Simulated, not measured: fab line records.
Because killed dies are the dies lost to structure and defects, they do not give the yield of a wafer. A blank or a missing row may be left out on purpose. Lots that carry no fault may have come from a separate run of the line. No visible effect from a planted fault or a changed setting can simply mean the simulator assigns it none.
The tool behind it: which one? | flow berkeley_cmos170 | 7 lots with 21 wafers sampled at 2 steps, on a route of 331 steps

## WHAT EACH GAUGE READ, for each wafer
UCB170_M1_OVL_MEAS_10.
lot  | measured     | on         | M1_OVL (nm)
L616 | day 8 03:15  | overlay-01 | 4 -6 -3
L620 | day 8 22:49  | overlay-02 | -7 0 2
L618 | day 8 23:14  | overlay-02 | -1 -3 0
L630 | day 10 12:20 | overlay-02 | -1 1 0
L626 | day 10 14:37 | overlay-02 | 8 -7 -2
L633 | day 11 12:50 | overlay-01 | -3 0 -6
L637 | day 12 10:52 | overlay-02 | -3 1 -1

## EACH LOT AND THE TOOL THAT RAN IT (in order: tool; ch and the chambers of the sampled wafers; start)
lot  | UCB170_GATE_ETCH_14
L616 | rie_diel-03 ch 0,1, day 7 00:20
L620 | rie_diel-03 ch 0,2,3, day 7 21:58
L618 | rie_diel-02 ch 1,2,3, day 7 22:16
L630 | rie_diel-03 ch 0,1,2, day 9 09:39
L626 | rie_diel-04 ch 0,2,3, day 9 10:27
L633 | rie_diel-03 ch 0,2,3, day 10 10:47
L637 | rie_diel-02 ch 0,1,3, day 11 06:49
- UCB170_GATE_ETCH_14: etches BARC in N2/H2.

## THE ANSWER, worked out from the rows above alone
Rule: what is usual is taken from the lots themselves. Put in order of their means at a reading, lots are off if they are a third of the lots or fewer, leave a main group of 4 or more, and stand apart from it by a gap of 3 or more times the standard deviation of the main group's means; of several such gaps the widest counts. A main group is skipped when, at the precision printed for the reading in the tables above, its means are all equal. Also off: a lot with no number at a reading for which 4 or more lots have one. Where the step has rows for the other lots, those lots are counted as sound.
Nothing can be told from this: no lot is off at any reading shown.

## WHAT WAS PUT IN BY THE SIMULATOR
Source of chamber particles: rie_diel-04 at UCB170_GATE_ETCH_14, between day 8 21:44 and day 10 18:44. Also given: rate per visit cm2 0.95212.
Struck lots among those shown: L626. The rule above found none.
